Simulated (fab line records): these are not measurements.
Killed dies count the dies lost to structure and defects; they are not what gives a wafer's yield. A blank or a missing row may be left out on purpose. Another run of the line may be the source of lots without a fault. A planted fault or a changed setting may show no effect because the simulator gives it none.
Struck lot and sound lot, side by side ; flow rit-cmos ; 17 steps out of a route of 202
Sound: the wafers L862.1, L862.2, L862.3. Wafers struck: L868.3, L868.5, L868.6. Last of all comes the cause.
Per side, at each step with rows, come the tool, then ch with its chambers, and then its first start. Under that, the readings that differ: sound wafers ; struck wafers ; difference of the means ; sigmas: that difference in standard deviations of wafers without a fault.
alike: same words and numbers on both sides, and readings whose means sit less than 2 such deviations apart. not compared: any withheld reading, any reading some wafer has no value for, any bound like >300 that may hide the same value, and any number with overlapping values for which the record gives no deviation.
The two part at a step that has a row with sigmas, a row that says differs or no value, or rows on one side only. Numbers that have no deviation but don't overlap get no sigmas and don't part them. Lack of a reading on every wafer of one side parts them only where that side has two or more wafers.

first, 2 steps without rows for these wafers: RIT_NRETRO_HARDBAKE_07 (time 120 s); RIT_NRETRO_IMPLANT_08.
RIT_NRETRO_STRIP_09: strips in O2, time 180 s.
  sound on plasma-asher-02 ch 0,1, day 3 02:10; struck on plasma-asher-04 ch 0,1, day 4 08:53
  alike: drypump-motor-current-A, rf-refl-power-W
  not compared: rf-hours-counter-h
RIT_NRETRO_TW_MEAS_10:
  sound on film-metro-03, day 3 02:20; struck on film-metro-03, day 4 09:02
  alike: NRETRO_TW
then, 6 steps without rows for these wafers: RIT_PRETRO_HMDS_00 (prime time 60 s); RIT_PRETRO_COAT_01 (resist thk 1300 nm); RIT_PRETRO_SOFTBAKE_02 (time 60 s); RIT_PRETRO_EXPOSE_03 (exposes mask M5, target cd 43700 nm); RIT_PRETRO_PEB_04; RIT_PRETRO_DEVELOP_05 (develop time 68 s).
RIT_PRETRO_OVL_MEAS_06:
  sound on overlay-01, day 3 03:16; struck on overlay-02, day 4 09:58
  alike: PRETRO_OVL
then, 1 step without rows for these wafers: RIT_PRETRO_HARDBAKE_07 (time 120 s).
RIT_PRETRO_IMPLANT_08:
  sound on implanter-02 ch 0, day 3 03:38; struck on implanter-03 ch 0, day 4 10:17
reading;sound;struck;difference;sigmas
implant-ion-amu;11 11 11;49 49 49;+38;
model.implant.rp-nm (nm);148.2 148.2 148.2;33.27 33.27 33.27;-114.93;
model.implant.drp-nm (nm);55.07 55.07 55.07;17.23 17.23 17.23;-37.84;
RIT_PRETRO_STRIP_09: strips in O2, time 180 s.
  sound on plasma-asher-01 ch 0,1, day 3 03:47; struck on plasma-asher-01 ch 0,1, day 4 10:26
  alike: drypump-motor-current-A, rf-refl-power-W
  not compared: rf-hours-counter-h
RIT_PRETRO_TW_MEAS_10:
  sound on film-metro-04, day 3 03:58; struck on film-metro-02, day 4 10:35
reading;sound;struck;difference;sigmas
PRETRO_TW;475 476 475;792 794 792;+317;+93
then, 1 step without rows for these wafers: RIT_GATE_WET_ETCH_00 (etches SiO2 in BOE, target depth 56 nm, time 60 s).
RIT_M1_PROBE_99:
  sound on prober-02, day 4 05:08; struck on prober-02, day 5 15:05
  alike: killed_at_M0_to_M3, killed-at-contacts, killed-at-front-end, killed-dies, killed-open, killed-short

== WHERE THEY PART ==
Only at RIT_PRETRO_TW_MEAS_10, as far as this record shows. Later steps at which nothing parts them and some readings are alike: RIT_M1_PROBE_99.

WHY: what had been put in by the simulator
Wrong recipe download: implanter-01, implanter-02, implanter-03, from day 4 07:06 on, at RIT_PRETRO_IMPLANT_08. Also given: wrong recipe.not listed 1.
